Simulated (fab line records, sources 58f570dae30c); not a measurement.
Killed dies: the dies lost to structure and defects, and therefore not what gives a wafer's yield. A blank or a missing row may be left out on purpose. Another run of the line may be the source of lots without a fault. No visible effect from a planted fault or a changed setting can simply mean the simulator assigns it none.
Struck lot and sound lot, side by side / flow berkeleyCmos170 / 14 steps out of a route of 331
Sound: wafers L414.1, L414.5, L414.6. The struck wafers were L411.1, L411.3, L411.6. The cause is named last.
At each step with rows: each side's tool, then ch and its chambers, then its first start. Under that, the readings that differ: sound wafers / struck wafers / difference of the means / sigmas: that difference in standard deviations of wafers without a fault.
alike: readings whose means differ by less than 2 such deviations, and words and numbers that are the same on both sides. not compared: withheld readings, readings that some wafer has no value for, bounds like >300 that may hide the same value, and numbers for which the record gives no deviation and whose values overlap.
The two part at a step that has a row with sigmas, a row that says differs or no value, or rows on one side only. Non-overlapping numbers with no deviation appear without sigmas and do not part them. A reading that every wafer of one side lacks parts them only if that side has two wafers or more.

UCB170_PVT_STRIP_08: strips in O2.
  sound on plasmaAsher-01 ch 0,1, day 11 02:31; struck on plasmaAsher-01 ch 0,1, day 10 04:26
  alike: chamberPressureMTorr, drypumpMotorCurrentA, oesProductAu, stripTimeToEndpointS
  not compared: rfHoursCounterH
UCB170_PVT_TW_MEAS_09:
  sound on filmMetro-03, day 11 02:37; struck on filmMetro-04, day 10 04:32
reading=PVT_TW; sound=500 496 497; struck=512 510 507; difference=+12; sigmas=+3
then, 1 step without rows for these wafers: UCB170_GATE_WET_ETCH_00 (etches SiO2 in dHF, time 200 s).
UCB170_FIELD_THK_MEAS_91:
  sound on filmMetro-04, day 11 02:53; struck on filmMetro-03, day 10 04:43
  alike: FIELD_OXIDE_LEFT_2_THK
then, 1 step without rows for these wafers: UCB170_GATE_OXIDATION_01 (target thk 6.6 nm, ox time 1800 s).
UCB170_GATE_THK_MEAS_02:
  sound on filmMetro-02, day 11 08:01; struck on filmMetro-01, day 10 10:49
  alike: GATE_OXIDE_THK
then, 2 steps without rows for these wafers: UCB170_GATE_ANNEAL_03 (time 1800 s); UCB170_GATE_CVD_04 (deposits poly-Si from SiH4, time 1440 s, target thk 214 nm).
UCB170_GATE_THK_MEAS_05:
  sound on filmMetro-01, day 11 20:31; struck on filmMetro-01, day 10 19:55
  alike: GATE_POLY_THK
then, 2 steps without rows for these wafers: UCB170_GATE_COAT_06; UCB170_GATE_COAT_07 (resist thk 900 nm).
UCB170_GATE_SOFTBAKE_08: time 60.83 s.
  sound: lithoTrack-02 ch 0; struck: lithoTrack-04 ch 0
  alike: plateSensorTCentreC, plateSensorTEdgeC
UCB170_GATE_EXPOSE_09: exposes mask POLY, target cd 350 nm.
  sound on krfScanner-01 ch 0, day 11 21:24; struck on krfScanner-01, day 10 20:47
  no value came back on the struck wafers for exposureDoseMJCm2, focusOffsetNm (nm); on the sound wafers exposureDoseMJCm2 reads 20.941 20.943 20.958
  alike: mask
after that, 1 step had no rows for these wafers: UCB170_GATE_PEB_10.

## WHERE THEY PART
Last at UCB170_GATE_EXPOSE_09 as far as this record goes, first at UCB170_PVT_TW_MEAS_09.

WHY: the cause the simulator had injected
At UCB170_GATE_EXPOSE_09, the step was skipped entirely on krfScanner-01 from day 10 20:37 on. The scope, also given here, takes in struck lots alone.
